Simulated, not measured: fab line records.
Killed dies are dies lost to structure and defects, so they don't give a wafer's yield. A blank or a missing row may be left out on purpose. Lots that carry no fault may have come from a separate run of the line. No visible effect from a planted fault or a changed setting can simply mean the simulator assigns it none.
Comparing a struck lot with a sound one :: flow rit-cmos :: 44 out of 202 route steps
Sound: wafers L713.1, L713.3, L713.4. Struck: wafers L727.3, L727.4, L727.6. The cause is named last.
At each step with rows: each side's tool, then ch and its chambers, then its first start. Under that, the readings that differ: sound wafers :: struck wafers :: difference of the means :: sigmas: that difference in standard deviations of wafers without a fault.
alike: words and numbers the same on both sides, and readings whose means are apart by under 2 such deviations; not compared: readings that were withheld, readings missing a value for some wafer, numbers with overlapping values and no deviation given by the record, and bounds like >300 which may hide the same value.
Wherever a step has rows on one side only, a row that says differs or no value, or a row with sigmas, the two part there. Numbers that don't overlap but have no deviation are shown without sigmas and don't part them. Lack of a reading on every wafer of one side parts them only where that side has two or more wafers.

first, 4 steps without rows for these wafers: RIT_PLDD_SOFTBAKE_02 (time 60 s); RIT_PLDD_EXPOSE_03 (exposes mask M8, target cd 40900 nm); RIT_PLDD_PEB_04; RIT_PLDD_DEVELOP_05 (develop time 50 s).
RIT_PLDD_OVL_MEAS_06:
  sound on overlay-02, day 4 08:05; struck on overlay-02, day 6 22:38
  alike: PLDD_OVL
then, 2 steps without rows for these wafers: RIT_PLDD_HARDBAKE_07 (time 60 s); RIT_PLDD_IMPLANT_08.
RIT_PLDD_STRIP_09: strips in O2, time 180 s.
  sound on plasma-asher-04 ch 0,1, day 4 08:25; struck on plasma-asher-02 ch 0,1, day 6 23:01
  alike: chamber-pressure-mTorr, drypump-motor-current-A, o2-flow-sccm
  not compared: rf-hours-counter-h
RIT_PLDD_TW_MEAS_10:
  sound on film-metro-02, day 4 08:35; struck on film-metro-03, day 6 23:09
  alike: PLDD_TW
then, 3 steps without rows for these wafers: RIT_SPACER_CLEAN_00 (cleans in SC1, time 600 s); RIT_SPACER_CLEAN_01 (cleans in dHF, time 30 s); RIT_SPACER_CLEAN_02 (cleans in SC2, time 600 s).
RIT_SPACER_CVD_03: deposits Si3N4 from SiH2Cl2/NH3, target thk 250 nm, time 3300 s.
  sound on lpcvd-01 ch 0, day 4 09:02; struck on lpcvd-02 ch 1, day 6 23:35
reading: model.Si3N4_of_SPACER_CVD_03.thk-nm (nm)
sound: 256.8 254.4 255.7
struck: 235.4 235.2 235.1
difference: -20.4
sigmas: 
  alike: spike-tc-source-C
RIT_SPACER_THK_MEAS_04:
  sound on film-metro-02, day 4 10:58; struck on film-metro-04, day 7 01:32
reading: SPACER_NITRIDE_THK (nm)
sound: 256.7 254.5 255.8
struck: 235.3 235.3 235.1
difference: -20.4
sigmas: -8
RIT_SPACER_ETCHBACK_05: etches Si3N4 in SF6/CHF3, stops on SiO2, target depth 250 nm, time 240 s.
  sound on rie-diel-01 ch 0,2,3, day 4 11:01; struck on rie-diel-04 ch 0,1,3, day 7 01:34
reading: oes-product-au (a.u.)
sound: 0.857 0.842 0.866
struck: 0.811 0.806 0.780
difference: -0.056
sigmas: -4

reading: model.etch.depth-nm (nm)
sound: 256.8 254.4 255.7
struck: 235.4 235.2 235.1
difference: -20.4
sigmas: 
  alike: chamber-pressure-mTorr, drypump-motor-current-A, throttle-valve-pct
  not compared: rf-hours-counter-h
then, 6 steps without rows for these wafers: RIT_NSD_HMDS_00 (prime time 60 s); RIT_NSD_COAT_01 (resist thk 1000 nm); RIT_NSD_SOFTBAKE_02 (time 60 s); RIT_NSD_EXPOSE_03 (exposes mask M9, target cd 40700 nm); RIT_NSD_PEB_04; RIT_NSD_DEVELOP_05 (develop time 50 s).
RIT_NSD_OVL_MEAS_06:
  sound on overlay-01, day 4 12:08; struck on overlay-01, day 7 02:35
  alike: NSD_OVL
then, 2 steps without rows for these wafers: RIT_NSD_HARDBAKE_07 (time 60 s); RIT_NSD_IMPLANT_08.
RIT_NSD_STRIP_09: strips in O2, time 180 s.
  sound on plasma-asher-03 ch 0,1, day 4 12:29; struck on plasma-asher-03 ch 0,1, day 7 02:59
reading: o2-flow-sccm (sccm)
sound: 4013 4018 4005
struck: 3995 3994 3986
difference: -20
sigmas: -2
  alike: chamber-pressure-mTorr, drypump-motor-current-A
  not compared: rf-hours-counter-h
RIT_NSD_TW_MEAS_10:
  sound on film-metro-03, day 4 12:39; struck on film-metro-01, day 7 03:07
reading: NSD_TW
sound: 3147 3134 3144
struck: 3074 3056 3064
difference: -77
sigmas: -2
then, 6 steps without rows for these wafers: RIT_PSD_HMDS_00 (prime time 60 s); RIT_PSD_COAT_01 (resist thk 1000 nm); RIT_PSD_SOFTBAKE_02 (time 60 s); RIT_PSD_EXPOSE_03 (exposes mask M10, target cd 40900 nm); RIT_PSD_PEB_04; RIT_PSD_DEVELOP_05 (develop time 50 s).
RIT_PSD_OVL_MEAS_06:
  sound on overlay-01, day 4 13:46; struck on overlay-02, day 7 04:01
  alike: PSD_OVL
then, 2 steps without rows for these wafers: RIT_PSD_HARDBAKE_07 (time 60 s); RIT_PSD_IMPLANT_08.
RIT_PSD_STRIP_09: strips in O2, time 180 s.
  sound on plasma-asher-02 ch 0,1, day 4 14:05; struck on plasma-asher-02 ch 0,1, day 7 04:24
  alike: chamber-pressure-mTorr, drypump-motor-current-A, o2-flow-sccm
  not compared: rf-hours-counter-h
RIT_PSD_TW_MEAS_10:
  sound on film-metro-03, day 4 14:16; struck on film-metro-01, day 7 04:32
  alike: PSD_TW
then, 3 steps without rows for these wafers: RIT_SDANNEAL_CLEAN_00 (cleans in SC1, time 600 s); RIT_SDANNEAL_CLEAN_01 (cleans in dHF, time 30 s); RIT_SDANNEAL_CLEAN_02 (cleans in SC2, time 600 s).
RIT_SDANNEAL_RTA_03: time 5 s.
  sound on rtp-anneal-01 ch 0, day 4 14:44; struck on rtp-anneal-01 ch 0, day 7 04:58
  alike: ramp-down-c-per-s, wafer_temp_C_max
RIT_SDANNEAL_RS_MEAS_04: uses a four-point probe to measure.
  sound on film-metro-01, day 4 14:47; struck on film-metro-02, day 7 05:02
  alike: PSD_RS
RIT_SILICIDE_WET_ETCH_00: etches SiO2 in BOE, target depth 14 nm, time 15 s.
  sound on wet-bench-04 ch 2, day 4 15:16; struck on wet-bench-02 ch 3, day 7 05:29
reading: model.Si3N4_of_SPACER_CVD_03.thk-nm (nm)
sound: 199.7 197.5 199.6
struck: 183 183 182.7
difference: -16
sigmas: 
RIT_M1_PROBE_99:
  sound on prober-02, day 4 22:26; struck on prober-01, day 7 12:35
reading: killed-short
sound: 8 5 6
struck: 2 1 3
difference: -4
sigmas: -2

reading: model.etest.pwell-pinched.rs-ohm-sq
sound: 458.7 448.9 451.8
struck: 468.8 466 469.6
difference: +15.0
sigmas: 

reading: model.etest.nwell-pinched.rs-ohm-sq
sound: 333.7 336.3 334.4
struck: 348 344.5 349.1
difference: +12
sigmas: 

reading: model.etest.diode-nplus-comb.cj-ff-um2
sound: 2.623 2.647 2.596
struck: 2.659 2.667 2.682
difference: +0.047
sigmas: 
  alike: killed-at-contacts, killed-at-front-end, killed-dies, killed-open

WHERE THEY PART
First at RIT_SPACER_THK_MEAS_04; last, within this record, at RIT_M1_PROBE_99.

WHY: what had been put in by the simulator
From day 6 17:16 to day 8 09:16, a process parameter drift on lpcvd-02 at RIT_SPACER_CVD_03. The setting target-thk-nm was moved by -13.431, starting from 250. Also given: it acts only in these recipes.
